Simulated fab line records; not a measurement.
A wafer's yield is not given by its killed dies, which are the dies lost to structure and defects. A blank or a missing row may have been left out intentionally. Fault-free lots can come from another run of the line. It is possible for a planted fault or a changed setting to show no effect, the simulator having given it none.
What tool caused it? | flow berkeley_cmos170 | Sampling: 15 lots, 45 wafers, 6 of 331 route steps

WHAT THE GAUGES READ, wafer by wafer
UCB170_V1_OVL_MEAS_13.
lot  | measured     | on         | V1_OVL (nm)
L801 | day 9 10:07  | overlay-02 | -5 1 -3
L804 | day 9 11:56  | overlay-02 | 3 7 -3
L800 | day 9 15:17  | overlay-02 | 2 7 1
L805 | day 10 00:33 | overlay-02 | 3 -7 4
L806 | day 10 01:57 | overlay-02 | 0 3 12
L807 | day 10 02:14 | overlay-01 | -2 6 -10
L809 | day 10 18:09 | overlay-01 | -4 -5 2
L808 | day 10 18:13 | overlay-01 | -3 -8 -8
L810 | day 11 10:35 | overlay-02 | -18 -10 -9
L814 | day 11 18:53 | overlay-02 | 3 -7 -1
L818 | day 12 22:14 | overlay-01 | -5 0 6
L817 | day 12 22:28 | overlay-01 | -11 -9 -19
L816 | day 12 22:43 | overlay-02 | -5 -1 -2
L822 | day 13 13:58 | overlay-01 | -2 -4 3
L820 | day 13 14:05 | overlay-02 | 8 -1 1

UCB170_M2_RS_MEAS_02: measurement is done with a four-point probe.
lot  | measured     | on            | M2_AL_RS (ohm/sq)
L801 | day 9 10:43  | film_metro-02 | 0.0319 0.0318 0.0321
L804 | day 9 12:32  | film_metro-03 | 0.0320 0.0321 0.0322
L800 | day 9 15:52  | film_metro-01 | 0.0325 0.0325 0.0326
L805 | day 10 01:19 | film_metro-01 | 0.0319 0.0319 0.0320
L806 | day 10 02:32 | film_metro-02 | - - -
L807 | day 10 02:49 | film_metro-01 | - - -
L809 | day 10 18:44 | film_metro-01 | - - -
L808 | day 10 18:53 | film_metro-03 | 0.0316 0.0318 0.0317
L810 | day 11 11:10 | film_metro-01 | 0.0325 0.0324 0.0324
L814 | day 11 19:31 | film_metro-02 | 0.0318 0.0314 0.0316
L818 | day 12 23:01 | film_metro-03 | 0.0324 0.0324 0.0322
L817 | day 12 23:14 | film_metro-01 | 0.0321 0.0318 0.0323
L816 | day 12 23:20 | film_metro-02 | 0.0317 0.0319 0.0319
L822 | day 13 15:05 | film_metro-03 | 0.0321 0.0317 0.0319
L820 | day 13 15:13 | film_metro-02 | 0.0316 0.0318 0.0319

UCB170_M2_THK_MEAS_03: measures by xrf.
lot  | measured     | on            | M2_AL_THK (nm)
L801 | day 9 10:50  | film_metro-02 | 917 922 916
L804 | day 9 12:39  | film_metro-03 | 914 906 904
L800 | day 9 15:59  | film_metro-01 | 898 891 892
L805 | day 10 01:25 | film_metro-01 | 923 924 917
L806 | day 10 02:39 | film_metro-02 | <0 <0 <0
L807 | day 10 02:56 | film_metro-01 | <0 <0 <0
L809 | day 10 18:52 | film_metro-01 | <0 <0 <0
L808 | day 10 18:59 | film_metro-03 | 924 908 915
L810 | day 11 11:17 | film_metro-01 | 905 904 906
L814 | day 11 19:38 | film_metro-02 | 919 933 930
L818 | day 12 23:07 | film_metro-03 | 899 893 904
L817 | day 12 23:21 | film_metro-01 | 911 920 908
L816 | day 12 23:28 | film_metro-02 | 928 925 916
L822 | day 13 15:12 | film_metro-03 | 909 918 913
L820 | day 13 15:19 | film_metro-02 | 931 920 923

UCB170_M3_THK_MEAS_03: measures by xrf.
lot  | measured     | on            | M3_AL_THK (nm)
L801 | day 9 16:07  | film_metro-04 | 912 903 913
L804 | day 9 19:18  | film_metro-03 | 908 911 905
L800 | day 9 21:51  | film_metro-04 | 916 915 907
L805 | day 10 06:37 | film_metro-04 | 910 914 912
L808 | day 11 03:09 | film_metro-04 | 888 898 887
L810 | day 11 17:14 | film_metro-02 | 934 930 929
L814 | day 12 06:01 | film_metro-03 | 896 897 894
L818 | day 13 07:02 | film_metro-03 | 923 915 916
L817 | day 13 08:07 | film_metro-03 | 918 922 924
L816 | day 13 08:28 | film_metro-02 | 917 914 907
L822 | day 13 22:50 | film_metro-02 | 893 899 900
L820 | day 13 23:23 | film_metro-03 | 917 918 904

EACH LOT AND THE TOOL THAT RAN IT (in order: tool; ch and the chambers of the sampled wafers; start)
lot  | UCB170_M2_SPUTTER_01         | UCB170_V2_ETCH_14
L801 | pvd_sputter-02, day 9 10:37  | rie_diel-03 ch 2,3, day 9 15:27
L804 | pvd_sputter-03, day 9 12:26  | rie_diel-03 ch 0,1,3, day 9 18:28
L800 | pvd_sputter-01, day 9 15:47  | rie_diel-04 ch 1,3, day 9 21:07
L805 | pvd_sputter-02, day 10 01:13 | rie_diel-04 ch 1,2,3, day 10 05:56
L806 | pvd_sputter-03, day 10 02:27 | -
L807 | pvd_sputter-01, day 10 02:44 | -
L809 | pvd_sputter-01, day 10 18:39 | -
L808 | pvd_sputter-03, day 10 18:46 | rie_diel-03 ch 0,1, day 11 02:16
L810 | pvd_sputter-03, day 11 11:05 | rie_diel-04 ch 0,1, day 11 16:34
L814 | pvd_sputter-02, day 11 19:26 | rie_diel-03 ch 1,2,3, day 12 05:21
L818 | pvd_sputter-01, day 12 22:53 | rie_diel-01 ch 0,1,2, day 13 06:21
L817 | pvd_sputter-03, day 12 23:08 | rie_diel-03 ch 0,1,2, day 13 07:20
L816 | pvd_sputter-02, day 12 23:15 | rie_diel-04 ch 1,2,3, day 13 07:44
L822 | pvd_sputter-03, day 13 14:59 | rie_diel-04 ch 0,1,2, day 13 21:58
L820 | pvd_sputter-01, day 13 15:06 | rie_diel-01 ch 2,3, day 13 22:40
- UCB170_M2_SPUTTER_01: material Al, target thk 900 nm, time 120 s.
- UCB170_V2_ETCH_14: etches SiO2 in CHF3/CF4/Ar, stops on Al, target depth 1250 nm, time 291 s.

AS READ BY THE TOOLS THEMSELVES (means over the sampled wafers that have a number; for cases with no such wafer, the mark the record gives instead)
UCB170_M2_SPUTTER_01.
lot  | tool           | cathode_dc_power_W (W) | chamber_pressure_pa (Pa) | throttle_valve_pct (%)
L801 | pvd_sputter-02 | 6000.3                 | 0.4997                   | 31.6
L804 | pvd_sputter-03 | 6000.3                 | 0.5006                   | 29.3
L800 | pvd_sputter-01 | 6000.5                 | 0.5004                   | 30.5
L805 | pvd_sputter-02 | 5999.7                 | 0.5004                   | 30.6
L806 | pvd_sputter-03 | -                      | -                        | -
L807 | pvd_sputter-01 | -                      | -                        | -
L809 | pvd_sputter-01 | -                      | -                        | -
L808 | pvd_sputter-03 | 6000.8                 | 0.4992                   | 28.7
L810 | pvd_sputter-03 | 5999.6                 | 0.5006                   | 29.1
L814 | pvd_sputter-02 | 5999.5                 | 0.4993                   | 31.0
L818 | pvd_sputter-01 | 6000.2                 | 0.4998                   | 30.5
L817 | pvd_sputter-03 | 5999.7                 | 0.5006                   | 29.0
L816 | pvd_sputter-02 | 5999.9                 | 0.5000                   | 30.5
L822 | pvd_sputter-03 | 5999.7                 | 0.4978                   | 29.5
L820 | pvd_sputter-01 | 6000.3                 | 0.5004                   | 30.4

UCB170_V2_ETCH_14.
lot  | tool        | drypump_motor_current_A (A) | oes_product_au (a.u.) | throttle_valve_pct (%)
L801 | rie_diel-03 | 5.9                         | 0.869                 | 6.91
L804 | rie_diel-03 | 5.5                         | 0.861                 | 6.91
L800 | rie_diel-04 | 6.0                         | 0.871                 | 6.99
L805 | rie_diel-04 | 6.1                         | 0.880                 | 7.01
L808 | rie_diel-03 | 5.7                         | 0.862                 | 6.93
L810 | rie_diel-04 | 5.8                         | 0.859                 | 7.00
L814 | rie_diel-03 | 5.7                         | 0.866                 | 6.95
L818 | rie_diel-01 | 5.4                         | 0.873                 | 6.94
L817 | rie_diel-03 | 6.0                         | 0.864                 | 6.88
L816 | rie_diel-04 | 6.0                         | 0.881                 | 7.02
L822 | rie_diel-04 | 5.9                         | 0.873                 | 6.99
L820 | rie_diel-01 | 5.7                         | 0.874                 | 6.94

THE ANSWER, worked out from the rows above alone
Rule: the lots themselves supply what counts as usual. The widest of any qualifying gaps counts: lots, ordered by their means at a reading, are off when they make up no more than a third of the lots, leave a main group of 4 or more, and stand apart from it by 3 or more times the standard deviation of that group's means. A main group whose means are all the same, to the digits that the tables above print for the reading, isn't used. Also off: a lot with no number at a reading for which 4 or more lots have one. Any other lot the step has rows for is counted as sound. After the gauges, taken in route order, come the tools' own readings; for these a lot's mean is taken, as printed above. At the first step where some lot is off, the reading lying furthest off is the one used; lots without a number count as furthest.
Off: at UCB170_M2_RS_MEAS_02 (M2_AL_RS), L806, L807, L809. Without a number there: L806, L807, L809. Main group: mean 0.0320 ohm/sq, sd 0.00028.
If a tool, at a process step before that reading, ran all the lots that are off and no sound lot after the first of them, it fits. Not tried: the gauges at UCB170_M2_RS_MEAS_02; whatever is off there is also off at UCB170_M2_SPUTTER_01, on other tools, and gauge error can't account for it. None of those tried fits.

WHAT THE SIMULATOR HAD PUT IN
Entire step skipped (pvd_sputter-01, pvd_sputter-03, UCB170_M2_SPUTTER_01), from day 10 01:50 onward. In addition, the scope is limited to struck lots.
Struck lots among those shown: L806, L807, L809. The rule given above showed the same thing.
